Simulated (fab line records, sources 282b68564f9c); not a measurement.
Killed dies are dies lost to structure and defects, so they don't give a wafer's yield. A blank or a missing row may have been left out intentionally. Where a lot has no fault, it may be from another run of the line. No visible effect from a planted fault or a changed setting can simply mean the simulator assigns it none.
fab line records ; flow ritCmos
record: lots: 14; wafers: 42; lastDay: 7
route steps=202 shown SPACER@125 M1@202
lots untouched by any fault: they come from a run of this same line in which no faults occurred
startH: start of the lot's first displayed wafer, in hours after the record's first day ; waitH: time in hours since the lot's previous step ; " same as the row above ; L1.1+2: a row that stands for several wafers ; - no value present, or no start provided ; * or withheld: withheld ; < > ~ a bound
route shown NAME@n: names a module that has steps shown in the file, with the first one's number in the route ; usual: the fault-free wafers' mean and standard deviation ; same: alike in all rows ; chamber/n: place in a boat ; sites: each site's reading ; _std_site: the standard deviation of these ; _edge_site: inner sites' mean taken away from outer sites' mean ; radiusMm: how far each site lies from the wafer's centre ; mask NAME#n: copy n ; behind: the most recent tool/chamber to have shaped the wafer ; hold: the reason the lot was held/the length of the hold in hours/how it ended ; device: whichever transistor did not switch (one of n, p or np) ; end of line: the route-end tests of the same wafers ; a step without rows: its recipe alone ; killed: dies that structure and defects cost at the first sort, which is not the same as the wafer's yield ; map: a wafer's dies, marking killed ones x, the rest . and places with no die _
set.NAME: the setting as run; set.NAME@STEP: as run at that earlier step ; model.NAME: the simulator's own value behind a step, which no gauge read
a sample of lots followed through the steps of the route, with each step as a table and each wafer as a row
== steps ==
step: RIT_SPACER_CLEAN_00
recipe: chemistry: SC1; mix: 3:3:50; timeS: 600; tempC: 75
usual: runLengthS: 630/3.7
lot.wafer;tool;chamber;startH;waitH;runLengthS
L179.1;wetBench-01;0;44.52;0.1;627
L179.5;wetBench-01;0;44.52;0.1;627
L179.6;wetBench-01;0;44.52;0.1;627
L180.2;wetBench-02;2;52.75;0.0;626
L180.3;wetBench-02;2;52.75;0.0;626
L180.4;wetBench-02;2;52.75;0.0;626
L183.1;wetBench-03;3;64.61;0.1;631
L183.2;wetBench-03;3;64.61;0.1;631
L183.4;wetBench-03;3;64.61;0.1;631
L184.1;wetBench-02;3;72.45;0.1;670
L184.3;wetBench-02;3;72.45;0.1;670
L184.5;wetBench-02;3;72.45;0.1;670
L187.1;wetBench-02;2;84.79;0.1;679
L187.2;wetBench-02;2;84.79;0.1;679
L187.3;wetBench-02;2;84.79;0.1;679
L191.1;wetBench-03;1;104.22;0.1;631
L191.2;wetBench-03;1;104.22;0.1;631
L191.3;wetBench-03;1;104.22;0.1;631
L192.2;wetBench-03;3;108.86;0.0;632
L192.4;wetBench-03;3;108.86;0.0;632
L192.5;wetBench-03;3;108.86;0.0;632
L194.1;wetBench-03;1;118.41;0.1;631
L194.3;wetBench-03;1;118.41;0.1;631
L194.4;wetBench-03;1;118.41;0.1;631
L195.1;wetBench-03;2;124.65;0.1;632
L195.5;wetBench-03;2;124.65;0.1;632
L195.6;wetBench-03;2;124.65;0.1;632
L198.1;wetBench-02;3;140.00;0.1;633
L198.5;wetBench-02;3;140.00;0.1;633
L198.6;wetBench-02;3;140.00;0.1;633
L199.3;wetBench-02;3;144.57;0.0;625
L199.4;wetBench-02;3;144.57;0.0;625
L199.5;wetBench-02;3;144.57;0.0;625
L200.1;wetBench-03;3;149.27;0.1;624
L200.2;wetBench-03;3;149.27;0.1;624
L200.3;wetBench-03;3;149.27;0.1;624
L201.1;wetBench-03;0;153.94;0.1;626
L201.2;wetBench-03;0;153.94;0.1;626
L201.4;wetBench-03;0;153.94;0.1;626
L202.1;wetBench-02;0;159.29;0.1;625
L202.4;wetBench-02;0;159.29;0.1;625
L202.5;wetBench-02;0;159.29;0.1;625
step: RIT_M1_PROBE_99
usual: killedAtContacts: 0.1/0.25; killedAtFrontEnd: 6.3/2.9; killedDies: 6.4/2.9; killedOpen: 3.3/2.1; killedShort: 3.1/1.7
same: grossDies: 264; killed_at_M0_to_M3: 0; killed_at_M4_up: 0; killedAtBackSide: 0; killedAtOther: 0
lot.wafer;tool;chamber;startH;waitH;killedAtContacts;killedAtFrontEnd;killedDies;killedOpen;killedShort
L199.3;prober-02;-;158.77;0.2;0;2;2;0;2
L199.4;prober-02;-;158.82;0.2;0;5;5;2;3
L199.5;prober-02;-;158.87;0.2;0;6;6;2;4
killed by level:class
L199.3 GATE:geometricParticle:short=2
L199.4 REOX:geometricParticle:short=2 GATE:geometricParticle:short=1 REOX:geometricParticle:open=1 SPACER:geometricParticle:open=1
L199.5 FOX1:geometricParticle:short=1 FOX2:geometricParticle:short=1 GATE:geometricParticle:short=1 GATE:geometricParticle:open=1 SILICIDE:geometricParticle:open=1 SILICIDE:geometricParticle:short=1
== key ==
firstSign: step: RIT_SPACER_CLEAN_00; reading: runLengthS; direction: up; sigmas: 12; usual: *; struck: *
effect none on later readings
metAt RIT_SPACER_CLEAN_00
struckLots L184,L187
testerLeftOut L184,L187
onsetBetween 52.75 72.45
fault: kind: processParameterDrift; tool: wetBench-02; chamber: -; onsetH: 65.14; steps: RIT_SPACER_CLEAN_00; channel: timeS; offset: *; shape: step; endH: 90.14; actsIn: *; stated: *
testerLeftOut: of these lots the tester's yield and bins aren't shown, on N5 and GAA mostly nor the transistor test; their killed dies are dies lost to structure and defects alone, not to doping, threshold or leakage, so they don't give the yield
